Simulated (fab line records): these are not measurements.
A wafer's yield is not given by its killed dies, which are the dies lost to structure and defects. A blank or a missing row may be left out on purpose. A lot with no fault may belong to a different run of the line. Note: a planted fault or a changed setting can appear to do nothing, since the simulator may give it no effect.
fab line records    flow ritCmos
record: lots: 14  wafers: 42  lastDay: 8
route steps=202 shown GATE@95 M1@202
lots with no fault: from the same line, run without faults
startH: hours from the record's opening day to when the first of the lot's shown wafers began    waitH: time in hours since the lot's previous step    " identical to the entry in the row above    L1.1+2: one row covering several wafers at once    - either no value or no given start    * or withheld: withheld    < > ~ a bound
route shown NAME@n: NAME is a module with steps in the file, n the number in the route of the first one    usual: mean/standard deviation of fault-free wafers    same: alike in all rows    chamber/n: place in a boat    sites: the reading at each site    _std_site: the standard deviation of these    _edge_site: mean of outer sites minus mean of inner sites    radiusMm: for every site, how far away it sits from the centre of the wafer    mask NAME#n: copy n    behind: the tool/chamber that last shaped the wafer    hold: why the lot went on hold/how many hours it stayed there/how the hold came to an end    device: the n, p or np transistor that did not switch    end of line: the tests these same wafers got at the end of their route    a step without rows: its recipe alone    killed: the dies lost at the first sort to structure and to defects; this is not the yield of the wafer    map: a wafer's dies, x killed, . not, _ none there
set.NAME: the setting that was run; set.NAME@STEP: the one run at that earlier step    model.NAME: the simulator's own value behind a step, which no gauge read
the route's steps for a sample of lots (tables are steps, rows are wafers)
services: from which hour (startH, from the record's first day; less than 0 if before it) a tool's chamber was out of use, for how many hours, and why
== steps ==
step: RIT_GATE_ETCH_19
recipe: chemistry: SF6/CHF3/O2  timeS: 165  SF6_flow_sccm: 30  CHF3_flow_sccm: 30  O2_flow_sccm: 5  target: poly-Si  pressureMtorr: 40  rfW: 160  targetDepthA: 3125  overEtchFrac: 0.25  stopOn: SiO2
usual: CHF3_flow_sccm: 29.99/0.092  drypumpMotorCurrentA: 5.50/0.23  oesProductAu: 0.844/0.015  runLengthS: 193.1/0.49  throttleValvePct: 10.29/0.17
same: overEtchFrac: 0.25
lot.wafer  tool      chamber  startH  waitH  CHF3_flow_sccm  drypumpMotorCurrentA  oesProductAu  rfHoursCounterH  runLengthS  throttleValvePct
L158.1     rieSi-02  0        43.18   0.1    29.94           5.09                  0.832         95               193.8       10.24
L158.4     "         3        "       "      30.13           5.62                  0.830         67               193.0       10.39
L158.6     "         1        "       "      30.02           5.37                  0.829         -                193.0       10.23
L160.2     rieSi-02  2        48.89   0.1    30.01           5.60                  0.826         71               192.2       10.41
L160.3     "         0        "       "      29.90           5.06                  0.823         95               194.1       10.23
L160.5     "         0        "       "      29.96           5.08                  0.835         -                194.0       10.23
L161.2     rieSi-01  1        58.47   0.1    30.08           5.75                  0.858         102              193.2       10.43
L161.4     "         3        "       "      30.13           5.74                  0.852         125              193.3       9.95
L161.6     "         3        "       "      30.00           5.76                  0.847         -                192.7       9.96
L163.2     rieSi-01  1        65.62   0.1    30.00           5.74                  0.877         102              193.3       10.44
L163.4     "         1        "       "      30.08           5.75                  0.870         -                192.9       10.43
L163.5     "         3        "       "      30.04           5.73                  0.856         -                193.5       9.93
L165.1     rieSi-01  3        78.21   0.1    30.16           5.74                  0.846         125              193.1       9.93
L165.2     "         1        "       "      29.94           5.73                  0.852         103              193.6       10.44
L165.6     "         0        "       "      30.02           5.29                  0.854         -                193.4       10.39
L166.3     rieSi-02  1        79.25   0.1    29.94           5.36                  0.836         58               193.4       10.24
L166.5     "         0        "       "      29.85           5.06                  0.841         -                194.1       10.26
L166.6     "         1        "       "      29.93           5.37                  0.826         -                193.0       10.23
L167.1     rieSi-01  2        86.31   0.1    30.07           5.65                  0.864         0                193.4       10.41
L167.3     "         0        "       "      30.02           5.28                  0.851         3                193.0       10.38
L167.4     "         1        "       "      30.09           5.75                  0.859         103              193.1       10.43
L168.2     rieSi-02  3        94.59   0.1    30.03           5.61                  0.842         68               192.7       10.38
L168.3     "         2        "       "      29.95           5.61                  0.842         72               192.5       10.39
L168.5     "         3        "       "      29.91           5.63                  0.839         -                193.0       10.40
L169.1     rieSi-01  3        96.64   0.1    29.97           5.73                  0.856         126              193.4       9.96
L169.3     "         1        "       "      30.10           5.71                  0.867         103              193.2       10.44
L169.5     "         3        "       "      29.88           5.73                  0.856         -                193.0       9.94
L171.1     rieSi-01  2        106.90  0.1    30.02           5.63                  0.983         0                151.6       10.40
L171.3     "         1        "       "      30.03           5.75                  0.978         103              151.9       10.46
L171.4     "         0        "       "      29.98           5.28                  1.018         3                151.7       10.37
L173.3     rieSi-01  2        120.38  0.1    29.95           5.65                  0.986         0                152.1       10.43
L173.5     "         0        "       "      30.06           5.30                  1.001         -                152.0       10.38
L173.6     "         3        "       "      29.97           5.74                  0.948         -                152.0       9.94
L174.1     rieSi-02  0        124.86  0.1    30.03           5.07                  0.840         95               193.9       10.23
L174.5     "         1        "       "      29.93           5.37                  0.840         -                193.0       10.24
L174.6     "         0        "       "      30.03           5.07                  0.842         -                194.4       10.24
L178.2     rieSi-02  3        151.80  0.1    29.97           5.58                  0.825         68               192.7       10.41
L178.3     "         2        "       "      29.88           5.60                  0.824         72               192.5       10.40
L178.4     "         3        "       "      30.03           5.62                  0.836         -                193.3       10.39
L180.2     rieSi-02  3        156.61  0.1    29.97           5.64                  0.825         68               192.7       10.41
L180.4     "         0        "       "      30.02           5.07                  0.830         -                193.9       10.22
L180.6     "         3        "       "      29.84           5.62                  0.848         -                192.8       10.40
step: RIT_M1_PROBE_99
usual: killed_at_M0_to_M3: 0.0/0.23  killedAtContacts: 0.1/0.23  killedAtFrontEnd: 7/3  killedDies: 7/3  killedOnRim: 2.0/1.2  killedOpen: 3.3/2.1  killedShort: 3.7/1.9
same: grossDies: 264  killed_at_M4_up: 0  killedAtBackSide: 0  killedAtOther: 0
lot.wafer  tool       chamber  startH  waitH  hold                   killed_at_M0_to_M3  killedAtContacts  killedAtFrontEnd  killedDies  killedOnRim  killedOpen  killedShort
L158.1     prober-02  -        63.45   0.1    -                      0                   0                 9                 9           3            3           6
L158.4     prober-02  -        63.60   0.2    -                      0                   0                 6                 6           2            2           4
L158.6     prober-02  -        63.70   0.2    -                      0                   0                 7                 7           3            2           4
L160.2     prober-02  -        73.69   0.1    -                      0                   0                 11                11          2            4           7
L160.3     prober-02  -        73.74   0.2    -                      0                   0                 9                 9           5            6           3
L160.5     prober-02  -        73.84   0.2    -                      0                   0                 9                 9           3            2           7
L161.2     prober-01  -        80.25   0.1    -                      0                   0                 4                 4           2            3           1
L161.4     prober-01  -        80.35   0.2    -                      0                   1                 5                 6           2            2           3
L161.6     prober-01  -        80.45   0.2    -                      0                   1                 4                 5           3            2           2
L163.2     prober-01  -        88.03   0.1    -                      0                   0                 4                 4           1            1           3
L163.4     prober-01  -        88.13   0.2    -                      0                   1                 5                 6           1            2           4
L163.5     prober-01  -        88.18   0.2    -                      0                   0                 4                 4           1            1           3
L165.1     prober-01  -        99.30   0.1    -                      0                   0                 6                 6           1            3           3
L165.2     prober-01  -        99.35   0.1    -                      0                   0                 12                12          6            7           5
L165.6     prober-01  -        99.55   0.2    -                      0                   0                 5                 5           2            3           2
L166.3     prober-02  -        100.90  0.2    -                      0                   0                 3                 3           2            1           2
L166.5     prober-02  -        101.00  0.2    -                      0                   0                 4                 4           2            2           2
L166.6     prober-02  -        101.05  0.2    -                      0                   0                 13                13          4            6           7
L167.1     prober-01  -        107.14  0.1    -                      0                   0                 8                 8           2            6           2
L167.3     prober-01  -        107.24  0.2    -                      0                   0                 10                10          2            6           4
L167.4     prober-01  -        107.29  0.2    -                      0                   0                 10                10          1            6           4
L168.2     prober-02  -        115.38  0.1    -                      0                   0                 13                13          4            10          3
L168.3     prober-02  -        115.43  0.2    -                      0                   0                 7                 7           1            3           4
L168.5     prober-02  -        115.53  0.2    -                      0                   0                 7                 7           0            4           3
L169.1     prober-01  -        118.18  0.1    -                      0                   0                 4                 4           3            2           2
L169.3     prober-01  -        118.28  0.2    -                      0                   0                 4                 4           1            1           3
L169.5     prober-01  -        118.38  0.2    -                      1                   0                 5                 6           3            4           2
L171.1     prober-01  -        127.54  0.1    awaitDispo/3.3h/scrap  0                   0                 264               264         70           4           3
L171.3     prober-01  -        127.64  0.2    awaitDispo/3.3h/scrap  0                   0                 264               264         70           1           5
L171.4     prober-01  -        127.69  0.2    awaitDispo/3.3h/scrap  0                   0                 264               264         70           4           5
L173.3     prober-01  -        142.16  0.2    awaitDispo/3.5h/scrap  0                   0                 264               264         70           3           4
L173.5     prober-01  -        142.26  0.2    awaitDispo/3.5h/scrap  0                   0                 258               258         69           2           2
L173.6     prober-01  -        142.31  0.2    awaitDispo/3.5h/scrap  0                   0                 264               264         70           6           3
L174.1     prober-02  -        144.64  0.1    -                      0                   0                 5                 5           3            2           3
L174.5     prober-02  -        144.84  0.2    -                      0                   0                 4                 4           0            3           1
L174.6     prober-02  -        144.89  0.2    -                      0                   0                 3                 3           0            3           0
L178.2     prober-02  -        177.31  0.1    -                      0                   0                 13                13          5            8           5
L178.3     prober-02  -        177.36  0.2    -                      0                   0                 6                 6           4            0           6
L178.4     prober-02  -        177.41  0.2    -                      0                   0                 10                10          4            6           4
L180.2     prober-02  -        180.31  0.1    -                      0                   0                 12                12          3            5           7
L180.4     prober-02  -        180.41  0.2    -                      1                   0                 7                 8           2            2           6
L180.6     prober-02  -        180.51  0.2    -                      1                   0                 4                 5           2            1           4
killed by level:class
L158.1 GATE:geometricParticle:short=6 GATE:geometricParticle:open=2 FOX1:geometricParticle:open=1
L158.4 GATE:geometricParticle:short=3 ACTIVE:geometricParticle:open=1 FOX1:geometricParticle:short=1 GATE:geometricParticle:open=1
L158.6 FOX1:geometricParticle:short=2 GATE:geometricParticle:open=1 GATE:geometricParticle:short=1 REOX:geometricParticle:short=1 SPACER:geometricParticle:open=1 GATE:coatMicrobubblePrinted=1
L160.2 FOX1:geometricParticle:short=2 GATE:geometricParticle:short=2 SPACER:geometricParticle:short=2 SILICIDE:geometricParticle:open=2 ACTIVE:geometricParticle:open=1 GATE:geometricParticle:open=1 REOX:geometricParticle:short=1
L160.3 GATE:geometricParticle:open=2 GATE:geometricParticle:short=2 SPACER:geometricParticle:open=2 FOX2:geometricParticle:open=1 SILICIDE:geometricParticle:short=1 SILICIDE:geometricParticle:open=1
L160.5 SPACER:geometricParticle:short=3 SILICIDE:geometricParticle:short=3 FOX1:geometricParticle:short=1 SPACER:geometricParticle:open=1 SILICIDE:geometricParticle:open=1
L161.2 SPACER:geometricParticle:open=2 GATE:geometricParticle:open=1 SILICIDE:geometricParticle:short=1
L161.4 SPACER:geometricParticle:short=2 FOX2:geometricParticle:short=1 GATE:geometricParticle:open=1 REOX:geometricParticle:open=1 CONTACT:coatMicrobubblePrinted=1
L161.6 FOX1:geometricParticle:open=1 FOX1:geometricParticle:short=1 FOX2:geometricParticle:short=1 SPACER:geometricParticle:open=1 CONTACT:coatMicrobubblePrinted=1
L163.2 GATE:geometricParticle:short=1 REOX:geometricParticle:short=1 REOX:geometricParticle:open=1 SPACER:geometricParticle:short=1
L163.4 GATE:geometricParticle:open=2 FOX2:geometricParticle:short=1 GATE:geometricParticle:short=1 SILICIDE:geometricParticle:short=1 CONTACT:geometricParticle:short=1
L163.5 FOX2:geometricParticle:short=2 GATE:geometricParticle:short=1 GATE:geometricParticle:open=1
L165.1 GATE:geometricParticle:short=2 GATE:geometricParticle:open=2 FOX1:geometricParticle:open=1 SILICIDE:geometricParticle:short=1
L165.2 GATE:geometricParticle:open=5 GATE:geometricParticle:short=3 REOX:geometricParticle:short=2 FOX1:geometricParticle:open=1 REOX:geometricParticle:open=1
L165.6 GATE:geometricParticle:open=3 FOX1:geometricParticle:short=1 GATE:geometricParticle:short=1
L166.3 GATE:geometricParticle:short=2 GATE:geometricParticle:open=1
L166.5 FOX1:geometricParticle:short=2 REOX:geometricParticle:open=2
L166.6 FOX1:geometricParticle:short=3 FOX1:geometricParticle:open=2 GATE:geometricParticle:open=2 SPACER:geometricParticle:open=2 FOX2:geometricParticle:short=1 GATE:geometricParticle:short=1 SILICIDE:geometricParticle:short=1 SPACER:geometricParticle:short=1
L167.1 GATE:geometricParticle:open=2 SILICIDE:geometricParticle:open=2 FOX1:geometricParticle:open=1 REOX:geometricParticle:short=1 SPACER:geometricParticle:open=1 SILICIDE:geometricParticle:short=1
L167.3 FOX2:geometricParticle:open=2 FOX2:geometricParticle:short=2 GATE:geometricParticle:short=2 SILICIDE:geometricParticle:open=2 FOX1:geometricParticle:open=1 GATE:geometricParticle:open=1
L167.4 GATE:geometricParticle:open=2 SPACER:geometricParticle:open=2 SILICIDE:geometricParticle:open=2 FOX2:geometricParticle:short=1 GATE:geometricParticle:short=1 SPACER:geometricParticle:short=1 SILICIDE:geometricParticle:short=1
L168.2 SPACER:geometricParticle:open=4 FOX1:geometricParticle:open=2 SILICIDE:geometricParticle:open=2 FOX1:geometricParticle:short=1 FOX2:geometricParticle:open=1 GATE:geometricParticle:open=1 REOX:geometricParticle:short=1 SPACER:geometricParticle:short=1
L168.3 GATE:geometricParticle:short=3 GATE:geometricParticle:open=2 FOX1:geometricParticle:short=1 FOX2:geometricParticle:open=1
L168.5 ACTIVE:geometricParticle:open=1 FOX1:geometricParticle:open=1 FOX2:geometricParticle:short=1 GATE:geometricParticle:open=1 GATE:geometricParticle:short=1 REOX:geometricParticle:short=1 SPACER:geometricParticle:open=1
L169.1 SPACER:geometricParticle:open=1 SPACER:geometricParticle:short=1 SILICIDE:geometricParticle:short=1 SILICIDE:geometricParticle:open=1
L169.3 FOX1:geometricParticle:short=1 FOX2:geometricParticle:short=1 GATE:geometricParticle:open=1 GATE:geometricParticle:short=1
L169.5 GATE:geometricParticle:open=3 FOX2:geometricParticle:short=1 SPACER:geometricParticle:open=1 M1:geometricParticle:short=1
L171.1 GATE:areaEtch=257 FOX1:geometricParticle:short=1 FOX1:geometricParticle:open=1 FOX2:geometricParticle:short=1 GATE:geometricParticle:open=1 GATE:geometricParticle:short=1 SPACER:geometricParticle:open=1 SILICIDE:geometricParticle:open=1
L171.3 GATE:areaEtch=258 SPACER:geometricParticle:short=2 FOX1:geometricParticle:short=1 GATE:geometricParticle:short=1 REOX:geometricParticle:short=1 SPACER:geometricParticle:open=1
L171.4 GATE:areaEtch=255 SPACER:geometricParticle:short=3 GATE:geometricParticle:open=2 SPACER:geometricParticle:open=2 GATE:geometricParticle:short=1 REOX:geometricParticle:short=1
L173.3 GATE:areaEtch=257 GATE:geometricParticle:open=2 GATE:geometricParticle:short=2 FOX1:geometricParticle:open=1 FOX1:geometricParticle:short=1 SPACER:geometricParticle:short=1
L173.5 GATE:areaEtch=254 FOX1:geometricParticle:open=1 GATE:geometricParticle:open=1 GATE:geometricParticle:short=1 SPACER:geometricParticle:short=1
L173.6 GATE:areaEtch=255 REOX:geometricParticle:open=3 FOX1:geometricParticle:open=2 FOX1:geometricParticle:short=1 GATE:geometricParticle:short=1 SPACER:geometricParticle:open=1 SILICIDE:geometricParticle:short=1
L174.1 REOX:geometricParticle:short=2 FOX1:geometricParticle:open=1 GATE:geometricParticle:short=1 GATE:geometricParticle:open=1
L174.5 GATE:geometricParticle:open=2 GATE:geometricParticle:short=1 SILICIDE:geometricParticle:open=1
L174.6 FOX2:geometricParticle:open=2 REOX:geometricParticle:open=1
L178.2 FOX2:geometricParticle:short=4 REOX:geometricParticle:open=2 GATE:geometricParticle:open=2 SPACER:geometricParticle:open=2 FOX1:geometricParticle:open=1 GATE:geometricParticle:short=1 SILICIDE:geometricParticle:open=1
L178.3 FOX2:geometricParticle:short=2 GATE:geometricParticle:short=2 SPACER:geometricParticle:short=2
L178.4 GATE:geometricParticle:short=2 GATE:geometricParticle:open=2 REOX:geometricParticle:short=2 SPACER:geometricParticle:open=2 FOX1:geometricParticle:open=1 REOX:geometricParticle:open=1
L180.2 FOX1:geometricParticle:short=3 REOX:geometricParticle:short=2 SPACER:geometricParticle:open=2 FOX2:geometricParticle:open=1 FOX2:geometricParticle:short=1 GATE:geometricParticle:short=1 REOX:geometricParticle:open=1 SILICIDE:geometricParticle:open=1
L180.4 GATE:geometricParticle:short=4 GATE:geometricParticle:open=2 FOX2:geometricParticle:short=1 M1:geometricParticle:short=1
L180.6 FOX2:geometricParticle:short=2 GATE:geometricParticle:short=1 SPACER:geometricParticle:open=1 M1:geometricParticle:short=1
== services ==
tool      chamber  startH  hours  kind
rieSi-01  2        59.48   -      clean
rieSi-01  2        59.48   19.1   scheduledDown
rieSi-01  2        59.48   19.1   ventCycle
rieSi-02  1        141.13  16.2   repair
== key ==
firstSign: step: RIT_GATE_ETCH_19  reading: runLengthS  direction: down  sigmas: 85  usual: *  struck: *
effect: step: RIT_GATE_ETCH_19  reading: oesProductAu  direction: up  sigmas: 9.6  usual: 0.844  struck: 0.986
effect: step: RIT_M1_PROBE_99  reading: killedAtFrontEnd  direction: up  sigmas: 85  usual: 7  struck: 263
moreKillsBornAt: RIT_GATE_ETCH_19@rieSi-01: 1536
metAt RIT_GATE_ETCH_19
struckLots L171,L173
laterRowsLeftOut L171.1,L171.3,L171.4,L173.3,L173.5,L173.6
testerLeftOut L171,L173
onsetBetween 96.64 106.90
fault: kind: processParameterDrift  tool: rieSi-01  chamber: -  onsetH: 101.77  steps: RIT_GATE_ETCH_19  channel: timeS  offset: *  shape: step  endH: 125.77  stated: *
testerLeftOut: of these lots the tester's yield and bins aren't shown, on N5 and GAA mostly nor the transistor test; their killed dies are dies lost to structure and defects alone, not to doping, threshold or leakage, so they don't give the yield
laterRowsLeftOut: the simulator's readings of these wafers behind a module that went badly wrong aren't trusted and aren't shown, but for the sort
